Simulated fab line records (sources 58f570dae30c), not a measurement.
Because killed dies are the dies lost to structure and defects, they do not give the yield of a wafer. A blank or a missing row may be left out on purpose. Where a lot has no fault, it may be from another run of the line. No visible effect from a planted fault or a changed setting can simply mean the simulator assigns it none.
fab line records	flow berkeley_cmos170
[record] lots = 15	wafers = 45	last_day = 12
route steps=331 shown PWELL@34 PFIELD@85
lots that met no fault: taken from a fault-free run of the same line
start_h: hours from the record's first day to the start of the lot's first wafer shown	wait_h: hours from the lot's prior step to this one	" identical to the entry in the row above	L1.1+2: several wafers, shown together as one row	- either no value or no given start	* or withheld: withheld	< > ~ a bound
route shown NAME@n: names a module that has steps shown in the file, with the first one's number in the route	usual: mean/standard deviation of fault-free wafers	same: alike in all rows	chamber/n: place in a boat	sites: readings site by site	_std_site: standard deviation of those values	_edge_site: mean of outer sites minus mean of inner sites	radius_mm: how far each site lies from the wafer's centre	mask NAME#n: copy n	behind: the most recent tool/chamber to have shaped the wafer	hold: the reason the lot was held/the length of the hold in hours/how it ended	device: whichever transistor did not switch (one of n, p or np)	end of line: tests run on the same wafers once the route is complete	a step without rows: its recipe alone	killed: dies that structure and defects cost at the first sort, which is not the same as the wafer's yield	map: dies across one wafer; x = killed, . = not, _ = none there
set.NAME: setting as actually run; set.NAME@STEP: the setting as run at that earlier step	model.NAME: the simulator's own value behind a step, which no gauge read
steps of the route over a sample of lots; a table a step, a row a wafer
services: a tool's chamber out of use, with start hour (start_h, from the record's first day; less than 0 if before it), hours out, and reason
[[steps]]
[step UCB170_PWELL_CLEAN_00]
[recipe] chemistry = SPM	temp_c = 120	time_s = 600
[usual] bath_guard_temp_C = 120.3/0.46	bath_heat_duty_pct = 12.4/1.6
lot.wafer	tool	chamber	start_h	wait_h	bath_guard_temp_C	bath_heat_duty_pct
L505.1	wet_bench-01	1	39.51	0.0	120.5	9.3
L505.3	"	1	"	"	120.8	9.7
L505.5	"	1	"	"	120.7	9.9
L508.1	wet_bench-04	1	49.58	0.2	121.0	13.5
L508.4	"	1	"	"	120.7	14.2
L508.5	"	1	"	"	120.6	14.0
L506.2	wet_bench-04	1	49.93	0.3	120.8	14.3
L506.4	"	1	"	"	121.0	14.0
L506.6	"	1	"	"	120.6	14.3
L509.1	wet_bench-01	1	69.53	2.9	120.9	9.4
L509.4	"	1	"	"	120.9	9.1
L509.6	"	1	"	"	120.9	9.3
L513.1	wet_bench-02	3	81.86	0.0	120.3	11.3
L513.3	"	3	"	"	120.2	12.6
L513.6	"	3	"	"	120.3	12.7
L514.2	wet_bench-04	3	87.77	0.1	119.7	13.6
L514.4	"	3	"	"	119.6	12.1
L514.5	"	3	"	"	119.7	14.3
L515.1	wet_bench-04	1	87.98	0.0	120.8	13.0
L515.4	"	1	"	"	120.8	14.1
L515.6	"	1	"	"	120.1	11.3
L519.1	wet_bench-01	1	107.10	0.0	121.0	9.6
L519.2	"	1	"	"	120.7	9.0
L519.6	"	1	"	"	120.8	9.3
L520.2	wet_bench-01	0	107.10	0.0	120.5	15.9
L520.5	"	0	"	"	120.7	14.5
L520.6	"	0	"	"	120.8	14.6
L521.3	wet_bench-02	2	116.24	0.0	-	-
L521.5	"	2	"	"	-	-
L521.6	"	2	"	"	-	-
L522.2	wet_bench-02	3	129.44	0.0	-	-
L522.4	"	3	"	"	-	-
L522.6	"	3	"	"	-	-
L523.1	wet_bench-02	1	129.44	0.0	-	-
L523.2	"	1	"	"	-	-
L523.5	"	1	"	"	-	-
L526.1	wet_bench-04	3	143.68	0.1	119.7	12.9
L526.2	"	3	"	"	119.6	11.5
L526.4	"	3	"	"	119.5	13.0
L527.1	wet_bench-04	1	143.68	0.1	120.4	13.6
L527.3	"	1	"	"	120.5	14.3
L527.5	"	1	"	"	120.4	13.7
L528.1	wet_bench-02	0	150.69	0.0	120.2	12.0
L528.3	"	0	"	"	120.0	13.6
L528.5	"	0	"	"	119.7	11.4
[step UCB170_PWELL_STRIP_16]
[recipe] chemistry = O2	power_w = 400	pressure_mtorr = 3500	platen_temp_c = withheld	o2_flow_sccm = 400	overash_fraction = 0.5
[usual] drypump_motor_current_A = 6.0/0.32	oes_product_au = 0.721/0.0045	strip_time_to_endpoint_s = 18.12/0.11
lot.wafer	tool	chamber	start_h	wait_h	drypump_motor_current_A	oes_product_au	rf_hours_counter_h	strip_time_to_endpoint_s
L505.1	plasma_asher-01	1	53.25	0.1	5.9	0.723	31	17.90
L505.3	"	0	"	"	5.5	0.721	-	18.14
L505.5	"	0	"	"	5.5	0.727	-	18.07
L508.1	plasma_asher-04	1	64.59	0.1	6.2	0.728	36	18.01
L508.4	"	1	"	"	6.2	0.718	-	17.80
L508.5	"	0	"	"	6.0	0.725	-	17.85
L506.2	plasma_asher-03	0	64.69	0.1	6.6	0.730	30	18.00
L506.4	"	0	"	"	6.6	0.728	-	17.95
L506.6	"	1	"	"	6.0	0.720	-	18.00
L509.1	plasma_asher-01	1	86.12	0.1	5.9	0.723	36	18.32
L509.4	"	0	"	"	5.6	0.719	-	18.23
L509.6	"	1	"	"	5.9	0.720	-	18.45
L513.1	plasma_asher-03	1	97.00	0.1	5.9	0.724	34	18.33
L513.3	"	1	"	"	6.0	0.725	-	18.01
L513.6	"	0	"	"	6.6	0.717	-	18.26
L515.1	plasma_asher-03	1	101.16	0.1	6.0	0.719	35	18.07
L515.4	"	1	"	"	6.0	0.722	-	17.96
L515.6	"	0	"	"	6.6	0.719	-	17.99
L514.2	plasma_asher-03	0	101.44	0.1	6.6	0.725	35	18.22
L514.4	"	0	"	"	6.6	0.715	-	18.19
L514.5	"	0	"	"	6.6	0.712	-	18.23
L520.2	plasma_asher-04	1	119.50	0.1	6.1	0.720	43	17.96
L520.5	"	1	"	"	6.2	0.718	-	18.14
L520.6	"	0	"	"	6.1	0.722	-	18.05
L519.1	plasma_asher-03	0	120.20	0.1	6.6	0.725	37	18.13
L519.2	"	1	"	"	6.0	0.727	37	18.08
L519.6	"	1	"	"	5.9	0.721	-	18.22
L521.3	plasma_asher-01	1	128.65	0.1	5.9	0.717	-	18.09
L521.5	"	0	"	"	5.5	0.715	-	18.03
L521.6	"	1	"	"	5.9	0.730	-	18.20
L522.2	plasma_asher-04	0	142.52	0.1	6.1	0.722	45	18.18
L522.4	"	0	"	"	6.0	0.723	-	18.23
L522.6	"	0	"	"	6.1	0.718	-	18.15
L523.1	plasma_asher-01	0	142.76	0.1	5.5	0.716	42	18.05
L523.2	"	1	"	"	5.9	0.718	42	18.04
L523.5	"	0	"	"	5.6	0.714	-	18.04
L526.1	plasma_asher-01	1	155.32	0.1	5.9	0.723	44	17.98
L526.2	"	0	"	"	5.6	0.721	44	18.14
L526.4	"	0	"	"	5.5	0.720	-	18.08
L527.1	plasma_asher-01	0	155.87	0.1	5.6	0.722	44	18.23
L527.3	"	1	"	"	5.9	0.726	-	18.31
L527.5	"	1	"	"	5.9	0.723	-	18.29
L528.1	plasma_asher-04	1	162.47	0.1	6.2	0.723	48	18.10
L528.3	"	0	"	"	6.1	0.719	-	17.99
L528.5	"	0	"	"	6.1	0.727	-	18.08
[step UCB170_PWELL_TW_MEAS_17]
[usual] PWELL_TW = 381.1/1.5
lot.wafer	tool	chamber	start_h	wait_h	PWELL_TW
L505.1	film_metro-01	-	53.35	0.1	381.4
L505.3	"	-	"	"	381.4
L505.5	"	-	"	"	381.4
L508.1	film_metro-03	-	64.69	0.1	381.4
L508.4	"	-	"	"	384.0
L508.5	"	-	"	"	381.3
L506.2	film_metro-03	-	64.80	0.1	382.3
L506.4	"	-	"	"	383.1
L506.6	"	-	"	"	381.8
L509.1	film_metro-03	-	86.22	0.1	379.8
L509.4	"	-	"	"	380.6
L509.6	"	-	"	"	379.6
L513.1	film_metro-01	-	97.19	0.2	380.3
L513.3	"	-	"	"	379.9
L513.6	"	-	"	"	380.2
L515.1	film_metro-03	-	101.26	0.1	380.9
L515.4	"	-	"	"	380.4
L515.6	"	-	"	"	378.7
L514.2	film_metro-03	-	101.55	0.1	380.6
L514.4	"	-	"	"	381.4
L514.5	"	-	"	"	379.6
L520.2	film_metro-04	-	119.61	0.1	382.1
L520.5	"	-	"	"	380.6
L520.6	"	-	"	"	380.5
L519.1	film_metro-03	-	120.30	0.1	383.1
L519.2	"	-	"	"	384.9
L519.6	"	-	"	"	383.4
L521.3	film_metro-01	-	128.73	0.1	379.4
L521.5	"	-	"	"	380.3
L521.6	"	-	"	"	379.5
L522.2	film_metro-01	-	142.63	0.1	378.5
L522.4	"	-	"	"	377.7
L522.6	"	-	"	"	379.7
L523.1	film_metro-04	-	142.86	0.1	381.7
L523.2	"	-	"	"	382.0
L523.5	"	-	"	"	381.8
L526.1	film_metro-01	-	155.42	0.1	379.0
L526.2	"	-	"	"	381.8
L526.4	"	-	"	"	379.6
L527.1	film_metro-01	-	155.97	0.1	379.1
L527.3	"	-	"	"	378.8
L527.5	"	-	"	"	378.9
L528.1	film_metro-04	-	162.57	0.1	383.2
L528.3	"	-	"	"	381.8
L528.5	"	-	"	"	379.5
[step UCB170_PFIELD_OVL_MEAS_06]
[usual] PFIELD_OVL = -1/4.6
lot.wafer	tool	chamber	start_h	wait_h	PFIELD_OVL[nm]
L505.1	overlay-02	-	86.90	-	-3
L505.3	"	-	"	"	3
L505.5	"	-	"	"	-2
L506.2	overlay-01	-	103.02	-	-4
L506.4	"	-	"	"	-9
L506.6	"	-	"	"	-3
L508.1	overlay-02	-	103.10	-	3
L508.4	"	-	"	"	-7
L508.5	"	-	"	"	-7
L509.1	overlay-02	-	126.27	-	0
L509.4	"	-	"	"	3
L509.6	"	-	"	"	0
L514.2	overlay-02	-	131.69	-	4
L514.4	"	-	"	"	-5
L514.5	"	-	"	"	1
L515.1	overlay-02	-	132.51	-	-4
L515.4	"	-	"	"	-2
L515.6	"	-	"	"	-7
L513.1	overlay-01	-	132.52	-	1
L513.3	"	-	"	"	-4
L513.6	"	-	"	"	2
L520.2	overlay-02	-	151.33	-	-5
L520.5	"	-	"	"	1
L520.6	"	-	"	"	0
L519.1	overlay-01	-	151.60	-	-5
L519.2	"	-	"	"	-5
L519.6	"	-	"	"	-12
L521.3	overlay-01	-	156.49	-	4
L521.5	"	-	"	"	3
L521.6	"	-	"	"	0
L523.1	overlay-01	-	174.37	-	-4
L523.2	"	-	"	"	0
L523.5	"	-	"	"	1
L522.2	overlay-01	-	174.98	-	1
L522.4	"	-	"	"	1
L522.6	"	-	"	"	2
L526.1	overlay-02	-	188.11	-	2
L526.2	"	-	"	"	-2
L526.4	"	-	"	"	-1
L527.1	overlay-02	-	188.43	-	2
L527.3	"	-	"	"	3
L527.5	"	-	"	"	7
L528.1	overlay-02	-	195.80	-	0
L528.3	"	-	"	"	-1
L528.5	"	-	"	"	2
[[services]]
tool	chamber	start_h	hours	kind
plasma_asher-03	-	52.84	0.8	repair
plasma_asher-03	-	141.58	3.5	repair
[[key]]
[first_sign] step = UCB170_PWELL_CLEAN_00	reading = tool_record	direction = missing
effect none on later readings
met_at UCB170_PWELL_CLEAN_00
struck_lots L521,L522,L523
sort_left_out L521.3,L521.5,L521.6,L522.2,L522.4,L522.6,L523.1,L523.2,L523.5
tester_left_out L521,L522,L523
not_acting_at UCB170_PWELL_STRIP_16,UCB170_PWELL_TW_MEAS_17,UCB170_PFIELD_OVL_MEAS_06
onset_between 81.86 116.24
[fault] kind = skipped_step_whole	tool = wet_bench-02	chamber = -	onset_h = 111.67	steps = UCB170_PWELL_CLEAN_00	scope = struck_lots_only
// tester_left_out: of these lots the tester's yield and bins aren't shown, on N5 and GAA mostly nor the transistor test; their killed dies are dies lost to structure and defects alone, not to doping, threshold or leakage, so they don't give the yield
// sort_left_out: the simulated sort isn't trusted on such a fault, so these wafers' sort isn't shown, and their yield isn't known
